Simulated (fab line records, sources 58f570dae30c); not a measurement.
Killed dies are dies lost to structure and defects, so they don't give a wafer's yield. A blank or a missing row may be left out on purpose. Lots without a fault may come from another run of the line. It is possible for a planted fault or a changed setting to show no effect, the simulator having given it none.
Chamber matching -- flow berkeleyCmos170 -- UCB170_SPACER_ETCHBACK_03 on rieDiel-03: 4 sister chambers
The step etches SiO2 in CHF3/CF4/Ar, stops on Si, target depth 376 nm, time 100 s. 14 wafers are shown with their chamber, then 7 later ones without.

## EACH WAFER AND ITS CHAMBER
wafer,chamber,throttleValvePct (%),drypumpMotorCurrentA (A),oesProductAu (a.u.)
L852.1,1,6.58,5.9,0.896
L852.3,2,6.36,6.1,0.895
L852.6,2,6.38,6.1,0.909
L854.3,0,6.35,6.2,0.867
L854.4,1,6.57,5.9,0.912
L854.6,0,6.36,6.2,0.897
L855.2,0,6.33,6.2,0.870
L855.3,2,6.35,6.1,0.878
L855.4,1,6.59,5.9,0.899
L868.4,2,6.35,6.1,0.903
L868.5,3,6.36,5.9,0.896
L868.6,2,6.36,6.1,0.912
L871.1,3,6.37,6.0,0.901
L871.4,0,6.34,6.3,0.897

SIGNATURES (means of the wafers above)
reading,chamber 0,chamber 1,chamber 2,chamber 3,scatter within a chamber
throttleValvePct,6.3450,6.5800,6.3600,6.3650,0.0116
drypumpMotorCurrentA,6.225,5.900,6.100,5.950,0.0354
oesProductAu,0.88275,0.90233,0.89940,0.89850,0.0131
Rule: distance of a wafer from a chamber = root of the sum over the readings of ((wafer's reading minus chamber's mean) / reading's scatter) squared. The wafer belongs to the nearest chamber; if the next one is less than 2 further off, it can't be placed. How the scatter is found: for the shown wafers, subtract from each reading the mean of its chamber, square and add these, divide the total by (wafers less chambers), then take the root.

## WAFERS MISSING THEIR CHAMBER
wafer,throttleValvePct (%),drypumpMotorCurrentA (A),oesProductAu (a.u.)
L871.6,6.58,5.9,0.904
L872.1,6.36,6.1,0.898
L872.4,6.36,6.1,0.911
L872.5,6.36,5.9,0.901
L873.2,6.57,5.9,0.891
L873.5,6.36,6.1,0.907
L873.6,6.37,6.0,0.909

## CHAMBER TAKEN BY EACH
wafer,from the rows above,in truth
L871.6,1,1
L872.1,2,2
L872.4,2,2
L872.5,3,3
L873.2,1,1
L873.5,2,2
L873.6,can't be placed: 3 or 2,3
Correctly placed: 6 of 7. Cannot be placed on the basis of these rows: 1; the candidates contain the true chamber in 1. Placed wrongly: 0.
